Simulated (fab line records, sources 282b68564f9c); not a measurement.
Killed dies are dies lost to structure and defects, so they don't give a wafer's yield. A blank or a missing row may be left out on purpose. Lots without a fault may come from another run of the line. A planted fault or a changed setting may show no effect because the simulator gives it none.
fab line records | flow rit_cmos
record lots=6 wafers=18 last_day=6
route steps=202 shown PLDD@122 SPACER@125 NSD@131 M1@202
lots that met no fault: from a run of the same line without faults
start_h: hours from the record's first day to the start of the lot's first wafer shown | wait_h: hours since the lot's step before | " the same as in the row above | L1.1+2: a row that stands for several wafers | - no value, or no start given | * or withheld: withheld | < > ~ a bound
route shown NAME@n: a module of which the file shows steps, and the number in the route of the first | usual: mean/standard deviation of fault-free wafers | same: alike in all rows | chamber/n: place in a boat | sites: the reading at each site | _std_site: their standard deviation | _edge_site: outer sites' mean less inner sites' | radius_mm: how far each site lies from the wafer's centre | mask NAME#n: copy n | behind: the tool/chamber that last shaped the wafer | hold: why the lot was held/for how many hours/how that ended | device: the transistor (n, p or np) that didn't switch | end of line: the same wafers' tests at the end of the route | a step without rows: its recipe alone | killed: dies lost to structure and defects at the first sort, not the wafer's yield | map: a wafer's dies, x killed, . not, _ none there
set.NAME: the setting as run; set.NAME@STEP: as run at that earlier step | model.NAME: the simulator's own value behind a step, which no gauge read
lots at some steps of the route; a table a step, a row a wafer
services: from which hour (start_h, from the record's first day; less than 0 if before it) a tool's chamber was out of use, for how many hours, and why
## steps
# step RIT_PLDD_IMPLANT_08
# recipe species=BF2 energy_kev=20 dose_cm2=9e+14 tilt_deg=7
# step RIT_PLDD_STRIP_09
# recipe chemistry=O2 time_s=180 resist=NOVOLAK platen_temp_c=withheld power_w=500 pressure_mtorr=4000 o2_flow_sccm=4000
# usual drypump_motor_current_A=5.90/0.22
# same time_s=180
# columns lot.wafer tool chamber start_h wait_h drypump_motor_current_A rf_hours_counter_h
L947.1 plasma_asher-02 1 43.50 0.1 5.82 39
L947.5 " 0 " " 5.83 -
L947.6 " 1 " " 5.84 -
L951.2 plasma_asher-02 1 63.26 0.1 5.83 42
L951.5 " 1 " " 5.83 -
L951.6 " 0 " " 5.82 -
L955.2 plasma_asher-04 0 85.34 0.1 6.34 31
L955.3 " 0 " " 6.36 -
L955.4 " 1 " " 5.86 -
L958.1 plasma_asher-02 0 98.88 0.1 5.85 45
L958.5 " 0 " " 5.84 -
L958.6 " 1 " " 5.81 -
L960.2 plasma_asher-03 0 113.28 0.1 5.59 46
L960.3 " 0 " " 5.59 -
L960.5 " 0 " " 5.58 -
L962.1 plasma_asher-03 0 120.25 0.1 5.61 47
L962.4 " 1 " " 6.00 -
L962.6 " 0 " " 5.58 -
# step RIT_PLDD_TW_MEAS_10
# usual PLDD_TW=2334/12
# columns lot.wafer tool chamber start_h wait_h PLDD_TW
L947.1 film_metro-01 - 43.67 0.1 2356
L947.5 " - " " 2333
L947.6 " - " " 2330
L951.2 film_metro-03 - 63.45 0.1 2311
L951.5 " - " " 2323
L951.6 " - " " 2308
L955.2 film_metro-02 - 85.52 0.1 2331
L955.3 " - " " 2321
L955.4 " - " " 2331
L958.1 film_metro-02 - 99.05 0.1 2349
L958.5 " - " " 2347
L958.6 " - " " 2343
L960.2 film_metro-02 - 113.47 0.1 2339
L960.3 " - " " 2350
L960.5 " - " " 2345
L962.1 film_metro-03 - 120.42 0.1 2337
L962.4 " - " " 2333
L962.6 " - " " 2340
# step RIT_SPACER_CLEAN_00
# recipe chemistry=SC1 mix=3:3:50 time_s=600 temp_c=75
# step RIT_SPACER_CLEAN_01
# recipe chemistry=dHF dilution=50:1 time_s=30
# step RIT_SPACER_CLEAN_02
# recipe chemistry=SC2 mix=3:3:50 time_s=600 temp_c=75 dry=n2_spin
# step RIT_SPACER_CVD_03
# recipe material=Si3N4 target_thk_nm=250 temp_c=810 precursor=SiH2Cl2/NH3 time_s=3300 pressure_mtorr=300 sih2cl2_flow_sccm=60 nh3_flow_sccm=150
# step RIT_SPACER_THK_MEAS_04
# recipe reads=Si3N4_of_SPACER_CVD_03
# usual SPACER_NITRIDE_THK=249.7/2.7
# columns lot.wafer tool chamber start_h wait_h SPACER_NITRIDE_THK[nm]
L947.1 film_metro-02 - 46.02 0.0 246.0
L947.5 " - " " 248.3
L947.6 " - " " 246.7
L951.2 film_metro-02 - 65.79 0.0 248.7
L951.5 " - " " 249.4
L951.6 " - " " 248.1
L955.2 film_metro-02 - 87.88 0.0 245.4
L955.3 " - " " 247.8
L955.4 " - " " 248.5
L958.1 film_metro-02 - 101.40 0.0 252.7
L958.5 " - " " 248.7
L958.6 " - " " 250.2
L960.2 film_metro-04 - 115.81 0.0 250.9
L960.3 " - " " 249.3
L960.5 " - " " 250.5
L962.1 film_metro-04 - 122.77 0.0 246.2
L962.4 " - " " 244.2
L962.6 " - " " 243.6
# step RIT_SPACER_ETCHBACK_05
# recipe target_depth_a=2500 SF6_flow_sccm=30 CHF3_flow_sccm=30 target=Si3N4 chemistry=SF6/CHF3 pressure_mtorr=40 rf_w=250 time_s=240 stop_on=SiO2
# usual drypump_motor_current_A=5.6/0.32 oes_product_au=0.848/0.015 throttle_valve_pct=10.22/0.19
# same time_s=240
# columns lot.wafer tool chamber start_h wait_h drypump_motor_current_A oes_product_au rf_hours_counter_h throttle_valve_pct
L947.1 rie_diel-04 2 46.08 0.1 6.0 0.850 130 10.39
L947.5 " 3 " " 5.6 0.844 - 10.12
L947.6 " 2 " " 6.0 0.853 - 10.40
L951.2 rie_diel-02 0 65.84 0.0 6.0 0.826 56 10.54
L951.5 " 2 " " 5.7 0.837 - 10.16
L951.6 " 3 " " 5.9 0.815 - 10.60
L955.2 rie_diel-02 2 87.93 0.0 5.7 0.823 5 10.16
L955.3 " 0 " " 6.0 0.827 57 10.54
L955.4 " 1 " " 5.4 0.849 8 10.14
L958.1 rie_diel-02 2 101.46 0.1 5.7 0.838 5 10.16
L958.5 " 2 " " 5.7 0.830 - 10.17
L958.6 " 3 " " 5.9 0.821 - 10.58
L960.2 rie_diel-03 2 115.86 0.0 5.3 0.863 112 10.04
L960.3 " 3 " " 5.2 0.852 115 10.29
L960.5 " 0 " " 5.9 0.859 - 10.09
L962.1 rie_diel-02 2 122.83 0.1 5.6 0.828 6 10.14
L962.4 " 1 " " 5.3 0.832 9 10.14
L962.6 " 0 " " 6.0 0.821 - 10.54
# step RIT_NSD_HMDS_00
# recipe prime_time_s=60 prime_temp_c=140
# step RIT_NSD_COAT_01
# recipe resist=NOVOLAK spin_rpm=3250 resist_thk_nm=1000
# step RIT_NSD_SOFTBAKE_02
# recipe resist=NOVOLAK temp_c=90 time_s=60
# step RIT_NSD_EXPOSE_03
# recipe mask_id=M9 na=0.57 target_cd_nm=40700 dose_mj=250
# usual focus_offset_nm=0.0/0.52 stage_vel_mm_s=499.94/0.25
# same na=0.57
# columns lot.wafer tool chamber start_h wait_h mask focus_offset_nm stage_vel_mm_s model.NSD.overlay_x_nm
L947.1 iline_stepper-02 0 46.88 0.2 M9#0 -0.1 500.24 -0.8935
L947.5 " 0 " " M9#0 -0.1 499.96 -0.8935
L947.6 " 0 " " M9#0 0.1 499.60 -0.8935
L951.2 iline_stepper-01 0 66.59 0.2 M9#0 -0.1 499.59 1.12
L951.5 " 0 " " M9#0 0.6 500.07 1.12
L951.6 " 0 " " M9#0 0.1 499.89 1.12
L955.2 iline_stepper-02 0 88.68 0.2 M9#0 -1.1 499.88 360.7
L955.3 " 0 " " M9#0 -0.2 499.88 360.7
L955.4 " 0 " " M9#0 0.0 499.91 360.7
L958.1 iline_stepper-02 0 102.18 0.2 M9#0 -0.2 499.60 360.3
L958.5 " 0 " " M9#0 -0.5 500.16 360.3
L958.6 " 0 " " M9#0 -0.9 499.81 360.3
L960.2 iline_stepper-01 0 116.68 0.1 M9#0 -0.3 500.44 -0.59
L960.3 " 0 " " M9#0 -0.1 500.18 -0.59
L960.5 " 0 " " M9#0 0.1 500.41 -0.59
L962.1 iline_stepper-01 0 123.44 0.1 M9#0 -0.2 499.52 0.5065
L962.4 " 0 " " M9#0 -0.7 499.73 0.5065
L962.6 " 0 " " M9#0 -1.1 500.12 0.5065
# step RIT_NSD_PEB_04
# recipe resist=NOVOLAK temp_c=withheld time_s=withheld
# step RIT_NSD_DEVELOP_05
# recipe resist=NOVOLAK develop_time_s=50 dev_temp_c=23
# step RIT_NSD_OVL_MEAS_06
# usual NSD_OVL=0.0/1.5
# columns lot.wafer tool chamber start_h wait_h NSD_OVL[nm]
L947.1 overlay-01 - 47.28 - 1.2
L947.5 " - " " -0.8
L947.6 " - " " -2.2
L951.2 overlay-01 - 66.97 - -0.2
L951.5 " - " " 0.6
L951.6 " - " " 0.9
L955.2 overlay-02 - 89.06 - 360.1
L955.3 " - " " 362.1
L955.4 " - " " 361.8
L958.1 overlay-01 - 102.58 - 360.5
L958.5 " - " " 361.9
L958.6 " - " " 361.0
L960.2 overlay-01 - 117.07 - 1.0
L960.3 " - " " 0.5
L960.5 " - " " -1.7
L962.1 overlay-01 - 123.84 - 0.8
L962.4 " - " " 0.5
L962.6 " - " " 2.4
# step RIT_NSD_HARDBAKE_07
# recipe resist=NOVOLAK temp_c=140 time_s=60
# step RIT_M1_PROBE_99
# usual killed_at_front_end=7/3.3 killed_dies=7/3.3 killed_open=3.4/2.2 killed_short=3.5/2
# same gross_dies=264 killed_at_M0_to_M3=0 killed_at_M4_up=0 killed_at_back_side=0 killed_at_contacts=0 killed_at_other=0
# columns lot.wafer tool chamber start_h wait_h killed_at_front_end killed_dies killed_open killed_short model.etest.select_edge_diode_n.over_limit
L947.1 prober-02 - 56.96 0.1 9 9 4 5 0
L947.5 prober-02 - 57.16 0.2 7 7 4 3 0
L947.6 prober-02 - 57.21 0.2 7 7 4 3 0
L951.2 prober-01 - 77.16 0.1 6 6 5 1 0
L951.5 prober-01 - 77.31 0.2 6 6 5 1 0
L951.6 prober-01 - 77.36 0.2 11 11 4 7 0
L955.2 prober-01 - 100.42 0.1 10 10 4 6 1
L955.3 prober-01 - 100.47 0.2 6 6 3 3 1
L955.4 prober-01 - 100.52 0.2 12 12 6 6 1
L958.1 prober-02 - 112.68 0.1 8 8 4 4 1
L958.5 prober-02 - 112.88 0.2 5 5 3 2 1
L958.6 prober-02 - 112.93 0.2 9 9 3 6 1
L960.2 prober-02 - 126.94 0.1 14 14 8 6 0
L960.3 prober-02 - 126.99 0.2 5 5 3 2 0
L960.5 prober-02 - 127.09 0.2 5 5 3 2 0
L962.1 prober-02 - 135.12 0.1 11 11 6 5 0
L962.4 prober-02 - 135.27 0.2 11 11 6 5 0
L962.6 prober-02 - 135.37 0.2 5 5 2 3 0
# killed by level:class
L947.1 GATE:geometric_particle:open=3 GATE:geometric_particle:short=2 REOX:geometric_particle:short=2 FOX2:geometric_particle:short=1 REOX:geometric_particle:open=1
L947.5 GATE:geometric_particle:short=2 REOX:geometric_particle:open=2 FOX2:geometric_particle:open=1 SPACER:geometric_particle:short=1 SILICIDE:geometric_particle:open=1
L947.6 REOX:geometric_particle:open=3 GATE:geometric_particle:open=1 REOX:geometric_particle:short=1 SPACER:geometric_particle:short=1 SILICIDE:geometric_particle:short=1
L951.2 SPACER:geometric_particle:open=3 GATE:geometric_particle:open=2 SILICIDE:geometric_particle:short=1
L951.5 GATE:geometric_particle:open=5 GATE:geometric_particle:short=1
L951.6 GATE:geometric_particle:short=5 SILICIDE:geometric_particle:short=2 GATE:geometric_particle:open=2 FOX2:geometric_particle:open=1 SILICIDE:geometric_particle:open=1
L955.2 FOX2:geometric_particle:short=3 FOX2:geometric_particle:open=2 SILICIDE:geometric_particle:open=2 GATE:geometric_particle:short=1 REOX:geometric_particle:short=1 SILICIDE:geometric_particle:short=1
L955.3 SPACER:geometric_particle:open=2 SILICIDE:geometric_particle:short=2 FOX1:geometric_particle:open=1 REOX:geometric_particle:short=1
L955.4 FOX2:geometric_particle:short=3 FOX2:geometric_particle:open=3 GATE:geometric_particle:short=3 SPACER:geometric_particle:open=2 SILICIDE:geometric_particle:open=1
L958.1 GATE:geometric_particle:short=2 GATE:geometric_particle:open=2 FOX1:geometric_particle:open=1 FOX1:geometric_particle:short=1 SPACER:geometric_particle:short=1 SILICIDE:geometric_particle:open=1
L958.5 GATE:geometric_particle:open=2 GATE:geometric_particle:short=1 REOX:geometric_particle:open=1 REOX:geometric_particle:short=1
L958.6 SILICIDE:geometric_particle:short=3 GATE:geometric_particle:open=2 REOX:geometric_particle:short=2 FOX1:geometric_particle:short=1 REOX:geometric_particle:open=1
L960.2 FOX2:geometric_particle:open=4 GATE:geometric_particle:short=3 GATE:geometric_particle:open=2 REOX:geometric_particle:short=2 FOX1:geometric_particle:open=1 SPACER:geometric_particle:open=1 SILICIDE:geometric_particle:short=1
L960.3 SPACER:geometric_particle:open=2 GATE:geometric_particle:short=1 SPACER:geometric_particle:short=1 SILICIDE:geometric_particle:open=1
L960.5 REOX:geometric_particle:open=2 GATE:geometric_particle:short=1 SPACER:geometric_particle:open=1 SPACER:geometric_particle:short=1
L962.1 GATE:geometric_particle:open=4 FOX1:geometric_particle:short=2 FOX1:geometric_particle:open=1 GATE:geometric_particle:short=1 REOX:geometric_particle:open=1 SPACER:geometric_particle:short=1 SILICIDE:geometric_particle:short=1
L962.4 FOX1:geometric_particle:open=4 FOX1:geometric_particle:short=2 GATE:geometric_particle:short=1 REOX:geometric_particle:short=1 REOX:geometric_particle:open=1 SPACER:geometric_particle:open=1 SPACER:geometric_particle:short=1
L962.6 GATE:geometric_particle:short=2 FOX1:geometric_particle:open=1 FOX1:geometric_particle:short=1 SPACER:geometric_particle:open=1
## services
# columns tool chamber start_h hours kind
rie_diel-03 1 20.27 7.6 repair
rie_diel-02 2 21.25 3.2 repair
iline_stepper-02 - 30.29 1.7 pm
plasma_asher-03 - 37.01 14.6 pm
iline_stepper-02 0 43.28 - calibration
rie_diel-03 2 50.43 5.5 repair
plasma_asher-02 - 51.44 2.8 pm
rie_diel-04 - 59.02 0.9 repair
rie_diel-03 1 69.09 9.3 repair
rie_diel-03 3 69.48 14.2 repair
rie_diel-02 0 73.39 13.9 repair
iline_stepper-01 0 90.43 - calibration
rie_diel-04 0 93.81 9.9 repair
rie_diel-04 1 96.48 6.6 repair
rie_diel-04 - 107.45 0.5 repair
## key
first_sign step=RIT_NSD_OVL_MEAS_06 reading=NSD_OVL direction=up sigmas=99+ usual=0.0 struck=361.2
effect none on later readings
model_effect step=RIT_NSD_EXPOSE_03 value=NSD.overlay_x_nm without=0.5283 struck=360.5
model_effect step=RIT_M1_PROBE_99 value=etest.select_edge_diode_n.over_limit without=0 struck=1
met_at RIT_NSD_EXPOSE_03
struck_wafers L955.2,L955.3,L955.4,L958.1,L958.5,L958.6
tester_left_out L955,L958
onset_between 46.88 88.68
fault kind=scanner_matching_overlay tool=iline_stepper-02 chamber=- onset_h=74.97 steps=RIT_NSD_EXPOSE_03 offset=360
# tester_left_out: of these lots the tester's yield and bins aren't shown, on N5 and GAA mostly nor the transistor test; their killed dies are dies lost to structure and defects alone, not to doping, threshold or leakage, so they don't give the yield
